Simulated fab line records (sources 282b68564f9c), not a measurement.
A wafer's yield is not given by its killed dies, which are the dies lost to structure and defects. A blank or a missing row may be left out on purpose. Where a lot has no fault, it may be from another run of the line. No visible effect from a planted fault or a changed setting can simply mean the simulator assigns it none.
A lot that was struck, set against a sound lot ; flow rit cmos ; 14 out of 202 route steps
Sound: wafers L254.2, L254.4, L254.6. Struck: wafer L264.2 (left out: L264.3, L264.6 of the same lot, which were not struck); the cause appears at the end.
Per side, at each step with rows, come the tool, then ch with its chambers, and then its first start. Under that, the readings that differ: sound wafers ; struck wafers ; difference of the means ; sigmas: that difference in standard deviations of wafers without a fault.
alike: readings whose means differ by less than 2 such deviations, and words and numbers that are the same on both sides. not compared: withheld readings, readings that some wafer has no value for, bounds like >300 that may hide the same value, and numbers for which the record gives no deviation and whose values overlap.
The two part at a step that has a row with sigmas, a row that says differs or no value, or rows on one side only. Numbers that have no deviation but don't overlap get no sigmas and don't part them. A reading that every wafer of one side lacks parts them only if that side has two wafers or more.

first, 1 step without rows for these wafers: RIT_ACTIVE_OXIDATION_01 (target thk 46.8 nm, ox time 3360 s).
RIT_ACTIVE_THK_MEAS_02:
  sound: film metro-03 at day 4 00:56; struck: film metro-04 at day 6 02:55
  alike: ACTIVE_OXIDE_THK
then, 1 step without rows for these wafers: RIT_ACTIVE_CVD_03 (deposits Si3N4 from SiH2Cl2/NH3, target thk 150 nm, time 1500 s).
RIT_ACTIVE_THK_MEAS_04:
  sound: film metro-02 at day 4 02:25; struck: film metro-04 at day 6 04:24
  alike: ACTIVE_NITRIDE_THK
then, 6 steps without rows for these wafers: RIT_ACTIVE_HMDS_05 (prime time 60 s); RIT_ACTIVE_COAT_06 (resist thk 1000 nm); RIT_ACTIVE_SOFTBAKE_07 (time 60 s); RIT_ACTIVE_EXPOSE_08 (exposes mask M1, target cd 1400 nm); RIT_ACTIVE_PEB_09; RIT_ACTIVE_DEVELOP_10 (develop time 50 s).
RIT_ACTIVE_CD_MEAS_11: the cd target is 1400 nm.
  sound: cd sem-02 at day 4 03:28; struck: cd sem-01 at day 6 05:26
  alike: cd nm
then, 1 step without rows for these wafers: RIT_ACTIVE_HARDBAKE_12 (time 60 s).
RIT_ACTIVE_ETCH_13: etches Si3N4 in SF6, stops on SiO2, time 210 s, target depth 210 nm.
  sound on rie diel-02 ch 1,2,3, day 4 03:43; struck on rie diel-02 ch 2, day 6 05:41
reading;sound;struck;difference;sigmas
rf fwd power W (W);124.9 124.9 124.9;173.9;+49.0;+99 or more
model.NOVOLAK_of_ACTIVE_COAT_06.thk nm (nm);658.1 660.7 656.8;565.2;-93.3;
model.SiO2_of_ACTIVE_OXIDATION_01.thk nm (nm);45.71 46.31 46.14;0;-46;
model.ACTIVE.feature depth nm (nm);150.4 151.4 149.5;198.2;+47.8;
  alike: drypump motor current A, oes product au, throttle valve pct
  not compared: rf hours counter h
RIT_ACTIVE_STRIP_14: strips in O2, time 180 s.
  sound on plasma asher-03 ch 1, day 4 03:51; struck on plasma asher-04 ch 1, day 6 05:49
  alike: drypump motor current A, rf refl power W
  not compared: rf hours counter h

WHERE THEY PART
Only at RIT_ACTIVE_ETCH_13, within this record. Later steps at which nothing parts them and some readings are alike: RIT_ACTIVE_STRIP_14.

WHY: what the simulator had put in
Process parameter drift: rie diel-02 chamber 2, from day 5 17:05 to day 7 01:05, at RIT_ACTIVE_ETCH_13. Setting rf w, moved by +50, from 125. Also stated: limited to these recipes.
